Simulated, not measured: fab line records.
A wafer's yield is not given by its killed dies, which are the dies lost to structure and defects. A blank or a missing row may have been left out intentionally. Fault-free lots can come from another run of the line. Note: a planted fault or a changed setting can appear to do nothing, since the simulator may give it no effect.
Struck lot and sound lot, side by side | flow ritCmos | 16 steps out of a route of 202
Sound: these wafers, L956.3, L956.4, L956.5. Wafers struck: L972.2, L972.5, L972.6. The cause is given at the end.
Per side, at each step with rows, come the tool, then ch with its chambers, and then its first start. Under that, the readings that differ: sound wafers | struck wafers | difference of the means | sigmas: that difference in standard deviations of wafers without a fault.
alike: words and numbers the same on both sides, and readings whose means are apart by under 2 such deviations; not compared: readings that were withheld, readings missing a value for some wafer, numbers with overlapping values and no deviation given by the record, and bounds like >300 which may hide the same value.
The two part at a step that has a row with sigmas, a row that says differs or no value, or rows on one side only. Numbers that have no deviation but don't overlap get no sigmas and don't part them. Lack of a reading on every wafer of one side parts them only where that side has two or more wafers.

first, 1 step without rows for these wafers: RIT_PSD_IMPLANT_08.
RIT_PSD_STRIP_09: strips in O2, time 180 s.
  sound on plasmaAsher-02 ch 0,1, day 3 13:42; struck on plasmaAsher-02 ch 0,1, day 7 05:19
  alike: drypumpMotorCurrentA
  not compared: rfHoursCounterH
RIT_PSD_TW_MEAS_10:
  sound on filmMetro-03 at day 3 13:50; struck on filmMetro-01 at day 7 05:30
  alike: PSD_TW
then, 3 steps without rows for these wafers: RIT_SDANNEAL_CLEAN_00 (cleans in SC1, time 579.2 s); RIT_SDANNEAL_CLEAN_01 (cleans in dHF, time 30 s); RIT_SDANNEAL_CLEAN_02 (cleans in SC2, time 600 s).
RIT_SDANNEAL_RTA_03: time 4.891 s.
  sound on rtpAnneal-02 ch 0, day 3 14:17; struck on rtpAnneal-01 ch 0, day 7 05:55
  alike: chamberO2Ppm, rampUpCPerS, wafer_temp_C_max
RIT_SDANNEAL_RS_MEAS_04: measures by four-point-probe.
  sound on filmMetro-03 at day 3 14:22; struck on filmMetro-01 at day 7 05:59
  alike: PSD_RS
RIT_SDANNEAL_RS_MEAS_05: measures by four-point-probe.
  sound on filmMetro-03 at day 3 14:29; struck on filmMetro-01 at day 7 06:07
  alike: NSD_RS
RIT_SDANNEAL_RS_MEAS_06: measures by four-point-probe.
  sound on filmMetro-03 at day 3 14:37; struck on filmMetro-01 at day 7 06:14
reading          | sound             | struck            | difference | sigmas
PLDD_RS (ohm/sq) | 179.2 179.7 180.0 | 178.7 178.9 178.1 | -1.1       | -2
RIT_SDANNEAL_RS_MEAS_07: measures by four-point-probe.
  sound on filmMetro-03 at day 3 14:44; struck on filmMetro-01 at day 7 06:21
  alike: NLDD_RS
then, 1 step without rows for these wafers: RIT_SILICIDE_WET_ETCH_00 (etches SiO2 in BOE, target depth 14 nm, time 15 s).
RIT_SILICIDE_SPUTTER_01: material Ti, target thk 30 nm, time 240 s.
  sound on pvdSputter-04 at day 3 14:50; struck on pvdSputter-04 at day 7 06:28
  no value came back on the struck wafers for cathodeDcPowerW (W), chamberPressurePa (Pa), substrateTempC (C), throttleValvePct (%); on the sound wafers cathodeDcPowerW (W) reads 349.91 349.83 349.84
RIT_SILICIDE_RS_MEAS_02: measures by four-point-probe.
  sound on filmMetro-02 at day 3 15:01; struck on filmMetro-03 at day 7 06:38
reading                 | sound          | struck | difference                    | sigmas
SILICIDE_TI_RS (ohm/sq) | 49.0 47.8 48.7 | - - -  | no value on the struck wafers | 
RIT_SILICIDE_THK_MEAS_03: measures by xrf.
  sound on filmMetro-02 at day 3 15:07; struck on filmMetro-03 at day 7 06:44
reading              | sound          | struck         | difference | sigmas
SILICIDE_TI_THK (nm) | 30.0 30.5 30.2 | <0.0 <0.0 <0.0 | differs    | 
RIT_SILICIDE_RTA_04: time 10 s, ramp up 5 s, ramp down 5 s.
  sound on rtpAnneal-01 ch 0, day 3 15:11; struck on rtpAnneal-02 ch 0, day 7 06:49
reading      | sound             | struck            | difference | sigmas
chamberO2Ppm | 1.968 1.985 1.980 | 2.024 2.034 2.017 | +0.047     | +2
  alike: wafer_temp_C_max

WHERE THEY PART
At RIT_SDANNEAL_RS_MEAS_06 first; at RIT_SILICIDE_RTA_04 last (within this record only).

WHY: the cause the simulator had injected
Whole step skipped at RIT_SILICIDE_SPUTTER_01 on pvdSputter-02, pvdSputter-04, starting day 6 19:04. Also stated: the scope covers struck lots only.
